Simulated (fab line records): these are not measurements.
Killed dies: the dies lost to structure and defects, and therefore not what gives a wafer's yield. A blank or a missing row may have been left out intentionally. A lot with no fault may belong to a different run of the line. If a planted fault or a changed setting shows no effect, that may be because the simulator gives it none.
Which of the tools did it?    flow rit_cmos    21 wafers from 7 lots sampled at 2 of the route's 202 steps

== WHAT THE GAUGES SHOWED, per wafer ==
RIT_PLDD_TW_MEAS_10.
lot   measured     on             PLDD_TW
L394  day 3 03:37  film_metro-04  2388 2381 2379
L396  day 3 14:07  film_metro-02  2386 2378 2387
L400  day 4 10:38  film_metro-02  2400 2403 2410
L402  day 4 17:15  film_metro-01  2200 2203 2202
L410  day 6 09:04  film_metro-04  2375 2392 2367
L414  day 7 05:11  film_metro-01  2319 2321 2337
L416  day 7 15:03  film_metro-01  2328 2332 2329

== WHAT TOOL EACH LOT RAN ON (gives the tool, then ch and the chambers of the sampled wafers, and finally the start) ==
lot   RIT_PLDD_IMPLANT_08
L394  implanter-02 ch 0, day 3 03:18
L396  implanter-02 ch 0, day 3 13:49
L400  implanter-04 ch 0, day 4 10:19
L402  implanter-02 ch 0, day 4 16:56
L410  implanter-04 ch 0, day 6 08:45
L414  implanter-02 ch 0, day 7 04:52
L416  implanter-01 ch 0, day 7 14:43
- RIT_PLDD_IMPLANT_08

== THE ANSWER, worked out from the rows above alone ==
Rule: usual is defined by the lots themselves. The widest of any qualifying gaps counts: lots, ordered by their means at a reading, are off when they make up no more than a third of the lots, leave a main group of 4 or more, and stand apart from it by 3 or more times the standard deviation of that group's means. The tables above print the reading to a certain number of digits; a main group whose means all agree to those digits is not used. Also off: a lot with no number at a reading for which 4 or more lots have one. All remaining lots with rows at the step are treated as sound.
Off: L402, at RIT_PLDD_TW_MEAS_10 (PLDD_TW). Main group: mean 2367, sd 29.
If a tool, at a process step before that reading, ran all the lots that are off and no sound lot after the first of them, it fits. Those tools and the gauges at RIT_PLDD_TW_MEAS_10 are tried in the same way. No candidate that was tried fits.

== WHAT THE SIMULATOR HAD INSERTED ==
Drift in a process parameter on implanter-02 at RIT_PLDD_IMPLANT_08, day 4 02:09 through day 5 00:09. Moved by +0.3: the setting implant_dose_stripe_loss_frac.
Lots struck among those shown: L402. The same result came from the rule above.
